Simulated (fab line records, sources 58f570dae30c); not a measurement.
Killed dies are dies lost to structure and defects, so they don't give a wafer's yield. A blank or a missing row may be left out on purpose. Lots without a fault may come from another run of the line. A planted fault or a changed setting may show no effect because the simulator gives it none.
fab line records | flow berkeley_cmos170 | part 2 of 2: steps 29 to 37 of 37
record lots=5 wafers=15 last_day=11
route steps=331 shown PWELL@40 WELLDRIVE@55 ACTIVE@60
lots that met no fault: from a run of the same line without faults
start_h: hours from the record's first day to the start of the lot's first wafer shown | wait_h: hours since the lot's step before | " the same as in the row above | L1.1+2: a row that stands for several wafers | - no value, or no start given | * or withheld: withheld | < > ~ a bound
route shown NAME@n: a module of which the file shows steps, and the number in the route of the first | usual: mean/standard deviation of fault-free wafers | same: alike in all rows | chamber/n: place in a boat | sites: the reading at each site | _std_site: their standard deviation | _edge_site: outer sites' mean less inner sites' | radius_mm: how far each site lies from the wafer's centre | mask NAME#n: copy n | behind: the tool/chamber that last shaped the wafer | hold: why the lot was held/for how many hours/how that ended | device: the transistor (n, p or np) that didn't switch | end of line: the same wafers' tests at the end of the route | a step without rows: its recipe alone | killed: dies lost to structure and defects at the first sort, not the wafer's yield | map: a wafer's dies, x killed, . not, _ none there
set.NAME: the setting as run; set.NAME@STEP: as run at that earlier step | model.NAME: the simulator's own value behind a step, which no gauge read
lots at some steps of the route; a table a step, a row a wafer
services: from which hour (start_h, from the record's first day; less than 0 if before it) a tool's chamber was out of use, for how many hours, and why
## steps
# step UCB170_ACTIVE_COAT_08
# recipe resist=KrF spin_rpm=1500 resist_thk_nm=900
# usual dispense_pressure_kPa=50.5/0.86 exhaust_pa=45.1/0.93
# columns lot.wafer tool chamber start_h wait_h dispense_pressure_kPa exhaust_pa
L075.4 litho_track-02 0 87.61 0.1 51.4 44.2
L075.5 " 0 " " 51.3 45.0
L075.6 " 0 " " 51.3 46.2
L078.2 litho_track-04 0 94.83 0.1 49.2 47.2
L078.4 " 0 " " 49.2 47.1
L078.6 " 0 " " 49.2 46.4
L088.3 litho_track-02 0 138.86 0.1 51.3 45.5
L088.4 " 0 " " 51.3 44.9
L088.5 " 0 " " 51.4 45.0
L086.2 litho_track-01 0 139.33 0.1 50.7 45.6
L086.4 " 0 " " 50.7 44.5
L086.6 " 0 " " 50.8 44.3
L092.1 litho_track-01 0 164.63 0.1 50.7 46.4
L092.3 " 0 " " 50.7 44.1
L092.5 " 0 " " 50.8 45.8
# step UCB170_ACTIVE_SOFTBAKE_09
# recipe resist=KrF temp_c=130.9 time_s=60
# usual exhaust_pa=45.2/0.8 plate_temp_C=130.93/0.15
# same time_s=60
# columns lot.wafer tool chamber start_h wait_h exhaust_pa plate_temp_C
L075.4 litho_track-02 0 87.76 0.1 45.8 131.01
L075.5 " 0 " " 44.0 130.91
L075.6 " 0 " " 43.6 130.87
L078.2 litho_track-04 0 94.98 0.1 45.3 130.85
L078.4 " 0 " " 44.4 130.71
L078.6 " 0 " " 43.9 130.71
L088.3 litho_track-02 0 139.01 0.1 44.8 130.84
L088.4 " 0 " " 45.6 131.02
L088.5 " 0 " " 46.4 130.78
L086.2 litho_track-01 0 139.48 0.1 45.8 130.88
L086.4 " 0 " " 46.1 130.97
L086.6 " 0 " " 46.7 130.93
L092.1 litho_track-01 0 164.78 0.1 45.7 131.20
L092.3 " 0 " " 44.5 131.20
L092.5 " 0 " " 44.6 130.92
# step UCB170_ACTIVE_EXPOSE_10
# recipe mask_id=ACTIVE target_cd_nm=1200 na=0.5 sigma_outer=0.6 source_shape=conventional dose_mj=20
# same sigma_outer=0.6
# columns lot.wafer tool chamber start_h wait_h mask
L075.4+5+6 krf_scanner-02 0 88.26 0.5 ACTIVE#0
L078.2+4+6 krf_scanner-02 0 95.49 0.5 ACTIVE#0
L088.3+4+5 krf_scanner-02 0 139.15 0.1 ACTIVE#0
L086.2+4+6 krf_scanner-02 0 139.89 0.4 ACTIVE#0
L092.1+3+5 krf_scanner-02 0 164.96 0.2 ACTIVE#0
# step UCB170_ACTIVE_PEB_11
# recipe peb_temp_c=130 peb_time_s=withheld resist=KrF
# usual exhaust_pa=44.8/0.91 plate_temp_C=129.97/0.13
# columns lot.wafer tool chamber start_h wait_h exhaust_pa plate_temp_C
L075.4 litho_track-01 0 88.39 0.1 44.5 130.05
L075.5 " 0 " " 44.0 130.20
L075.6 " 0 " " 45.1 130.04
L078.2 litho_track-02 0 95.61 0.1 43.2 130.15
L078.4 " 0 " " 44.5 130.11
L078.6 " 0 " " 44.5 130.07
L088.3 litho_track-02 0 139.61 0.4 44.0 129.97
L088.4 " 0 " " 44.4 130.13
L088.5 " 0 " " 44.9 129.94
L086.2 litho_track-02 0 140.58 0.7 45.0 130.03
L086.4 " 0 " " 44.5 129.93
L086.6 " 0 " " 45.4 129.61
L092.1 litho_track-01 0 165.23 0.3 44.9 130.07
L092.3 " 0 " " 44.7 129.89
L092.5 " 0 " " 44.8 129.80
# step UCB170_ACTIVE_DEVELOP_12
# recipe developer=TMAH develop_time_s=45 resist=KrF dev_temp_c=21
# usual exhaust_pa=45.0/1
# columns lot.wafer tool chamber start_h wait_h exhaust_pa
L075.4 litho_track-01 0 - - 46.5
L075.5 " 0 " " 46.5
L075.6 " 0 " " 46.8
L078.2 litho_track-02 0 - - 45.4
L078.4 " 0 " " 46.5
L078.6 " 0 " " 47.6
L088.3 litho_track-02 0 - - 45.2
L088.4 " 0 " " 45.1
L088.5 " 0 " " 43.4
L086.2 litho_track-02 0 - - 45.4
L086.4 " 0 " " 45.1
L086.6 " 0 " " 45.9
L092.1 litho_track-01 0 - - 46.7
L092.3 " 0 " " 46.3
L092.5 " 0 " " 47.1
# step UCB170_ACTIVE_CD_MEAS_13
# recipe target_cd_nm=1200
# usual cd_nm=1200.6/1.3
# columns lot.wafer tool chamber start_h wait_h cd_nm
L075.4 cd_sem-02 - 88.65 - 1200.4
L075.5 " - " " 1199.9
L075.6 " - " " 1201.3
L078.2 cd_sem-02 - 95.88 - 1200.9
L078.4 " - " " 1202.8
L078.6 " - " " 1201.0
L088.3 cd_sem-01 - 139.87 - 1199.8
L088.4 " - " " 1201.9
L088.5 " - " " 1199.4
L086.2 cd_sem-01 - 140.92 - 1202.1
L086.4 " - " " 1200.5
L086.6 " - " " 1200.2
L092.1 cd_sem-01 - 165.51 - 1201.9
L092.3 " - " " 1201.2
L092.5 " - " " 1202.8
# step UCB170_ACTIVE_OVL_MEAS_14
# usual ACTIVE_OVL=-3/4.8
# columns lot.wafer tool chamber start_h wait_h ACTIVE_OVL[nm]
L075.4 overlay-02 - 88.73 0.1 -6
L075.5 " - " " -2
L075.6 " - " " -4
L078.2 overlay-01 - 95.99 0.1 -2
L078.4 " - " " -12
L078.6 " - " " -7
L088.3 overlay-02 - 139.97 0.1 -5
L088.4 " - " " -1
L088.5 " - " " -1
L086.2 overlay-02 - 141.03 0.1 -5
L086.4 " - " " -2
L086.6 " - " " -2
L092.1 overlay-01 - 165.63 0.1 0
L092.3 " - " " 0
L092.5 " - " " -7
# step UCB170_ACTIVE_ETCH_15
# recipe chemistry=CH3F/Ar/O2 target=Si3N4 stop_on=SiO2 CH3F_flow_sccm=20 Ar_flow_sccm=50 O2_flow_sccm=7 pressure_mtorr=50 rf_w=450 target_depth_a=2420 over_etch_frac=0.1 time_s=151
# usual CH3F_flow_sccm=20.00/0.053 drypump_motor_current_A=6.0/0.46 mfc_ar_sccm=50.01/0.15 oes_product_au=0.949/0.013 throttle_valve_pct=8.02/0.11
# same time_s=151
# columns lot.wafer tool chamber start_h wait_h CH3F_flow_sccm drypump_motor_current_A mfc_ar_sccm oes_product_au rf_hours_counter_h throttle_valve_pct
L075.4 rie_diel-04 0 88.75 0.0 19.89 6.5 50.12 0.975 30 7.85
L075.5 " 0 " " 20.01 6.5 50.27 0.966 - 7.86
L075.6 " 3 " " 19.90 6.7 50.11 0.941 - 7.94
L078.2 rie_diel-04 1 96.02 0.0 20.10 6.5 49.90 0.935 33 7.99
L078.4 " 0 " " 19.98 6.5 49.94 0.977 30 7.88
L078.6 " 2 " " 20.07 5.3 50.16 0.946 - 8.12
L088.3 rie_diel-01 1 139.99 0.0 19.90 6.2 50.18 0.956 11 8.05
L088.4 " 2 " " 20.10 5.5 50.12 0.953 56 7.98
L088.5 " 0 " " 19.99 5.9 50.09 0.936 - 8.02
L086.2 rie_diel-04 1 141.06 0.0 20.05 6.5 50.19 0.927 35 8.00
L086.4 " 2 " " 20.01 5.3 49.93 0.953 21 8.12
L086.6 " 0 " " 19.96 6.5 50.19 0.962 - 7.86
L092.1 rie_diel-04 1 165.67 0.0 20.00 6.5 49.82 0.936 36 7.99
L092.3 " 3 " " 20.01 6.7 49.81 0.969 54 7.95
L092.5 " 0 " " 19.94 6.5 49.84 0.972 - 7.85
# step UCB170_ACTIVE_STRIP_16
# recipe chemistry=O2 power_w=400 pressure_mtorr=3500 platen_temp_c=withheld o2_flow_sccm=400 overash_fraction=0.5
# usual drypump_motor_current_A=5.6/0.35 oes_product_au=0.720/0.005 strip_time_to_endpoint_s=18.05/0.085
# columns lot.wafer tool chamber start_h wait_h drypump_motor_current_A oes_product_au rf_hours_counter_h strip_time_to_endpoint_s
L075.4 plasma_asher-03 0 88.88 0.1 5.1 0.721 - 17.91
L075.5 " 1 " " 4.8 0.726 - 17.92
L075.6 " 0 " " 5.1 0.729 - 18.01
L078.2 plasma_asher-04 0 96.12 0.1 5.6 0.719 28 18.08
L078.4 " 1 " " 5.8 0.715 - 18.01
L078.6 " 0 " " 5.6 0.730 - 17.95
L088.3 plasma_asher-04 0 140.12 0.1 5.7 0.716 - 18.02
L088.4 " 1 " " 5.7 0.724 - 18.09
L088.5 " 0 " " 5.6 0.721 - 17.91
L086.2 plasma_asher-02 1 141.16 0.1 6.0 0.717 43 18.25
L086.4 " 0 " " 5.7 0.719 - 18.01
L086.6 " 1 " " 6.0 0.724 - 17.99
L092.1 plasma_asher-04 0 165.77 0.1 5.6 0.724 37 18.13
L092.3 " 0 " " 5.6 0.716 - 18.19
L092.5 " 1 " " 5.8 0.732 - 17.99
## services
# columns tool chamber start_h hours kind
krf_scanner-01 - 39.36 6.4 repair
krf_scanner-02 - 50.96 4.4 pm
plasma_asher-04 - 55.54 19.6 repair
furnace-03 - 57.79 4.2 pm
furnace-04 - 62.57 4.5 pm
rie_diel-04 0 65.81 3.3 repair
krf_scanner-01 - 77.41 2.5 repair
krf_scanner-02 - 83.55 1.9 repair
plasma_asher-03 - 84.06 0.4 repair
krf_scanner-02 - 91.72 1.0 pm
krf_scanner-01 - 92.83 0.8 pm
krf_scanner-01 - 93.58 0.8 pm
krf_scanner-02 - 97.57 0.8 pm
krf_scanner-02 - 109.76 4.5 repair
furnace-04 - 114.64 4.1 pm
plasma_asher-03 - 118.29 2.1 repair
lpcvd-02 - 121.26 1.3 repair
krf_scanner-01 - 123.61 1.3 pm
rie_diel-04 - 128.33 0.6 repair
plasma_asher-03 - 137.25 7.3 repair
implanter-04 - 143.81 3.7 pm
rie_diel-04 2 147.84 1.6 repair
krf_scanner-01 - 156.23 3.6 pm
rie_diel-04 2 157.10 15.3 repair
